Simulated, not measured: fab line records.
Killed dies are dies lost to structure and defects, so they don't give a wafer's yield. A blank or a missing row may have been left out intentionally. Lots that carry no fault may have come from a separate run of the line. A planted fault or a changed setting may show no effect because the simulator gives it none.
Which tool was responsible? -- flow berkeley-cmos170 -- 7 lots with 21 wafers sampled at 2 steps, on a route of 331 steps

## WHAT EACH GAUGE READ, for each wafer
UCB170_M1_CD_MEAS_09 targets a cd of 700 nm.
lot,measured,on,cd-nm (nm)
L680,day 7 04:35,cd-sem-02,697.8 696.9 697.7
L683,day 7 18:41,cd-sem-01,698.6 699.0 697.9
L689,day 8 16:39,cd-sem-01,699.7 699.4 698.8
L691,day 9 00:49,cd-sem-01,700.6 700.3 701.6
L694,day 9 18:16,cd-sem-01,699.6 698.6 699.5
L695,day 10 11:18,cd-sem-02,697.9 697.0 697.5
L702,day 11 13:01,cd-sem-02,701.2 701.6 699.6

## WHAT TOOL EACH LOT RAN ON (gives the tool, then ch and the chambers of the sampled wafers, and finally the start)
lot,UCB170_CONTACT_RTA_08
L680,"rtp-anneal-01 ch 0, day 7 00:23"
L683,"rtp-anneal-01 ch 0, day 7 14:42"
L689,"rtp-anneal-02 ch 0, day 8 13:13"
L691,"rtp-anneal-02 ch 0, day 8 21:31"
L694,"rtp-anneal-02 ch 0, day 9 14:42"
L695,"rtp-anneal-01 ch 0, day 10 06:12"
L702,"rtp-anneal-01 ch 0, day 11 09:45"
- UCB170_CONTACT_RTA_08: time 10 s.

## THE ANSWER, worked out from the rows above alone
Rule: the lots themselves supply what counts as usual. Put in order of their means at a reading, lots are off if they are a third of the lots or fewer, leave a main group of 4 or more, and stand apart from it by a gap of 3 or more times the standard deviation of the main group's means; of several such gaps the widest counts. The tables above print the reading to a certain number of digits; a main group whose means all agree to those digits is not used. Also off: a lot with no number at a reading for which 4 or more lots have one. The other lots that the step has rows for count as sound.
No lot is off at any reading shown: from this, nothing can be told.

## WHAT WAS PUT IN BY THE SIMULATOR
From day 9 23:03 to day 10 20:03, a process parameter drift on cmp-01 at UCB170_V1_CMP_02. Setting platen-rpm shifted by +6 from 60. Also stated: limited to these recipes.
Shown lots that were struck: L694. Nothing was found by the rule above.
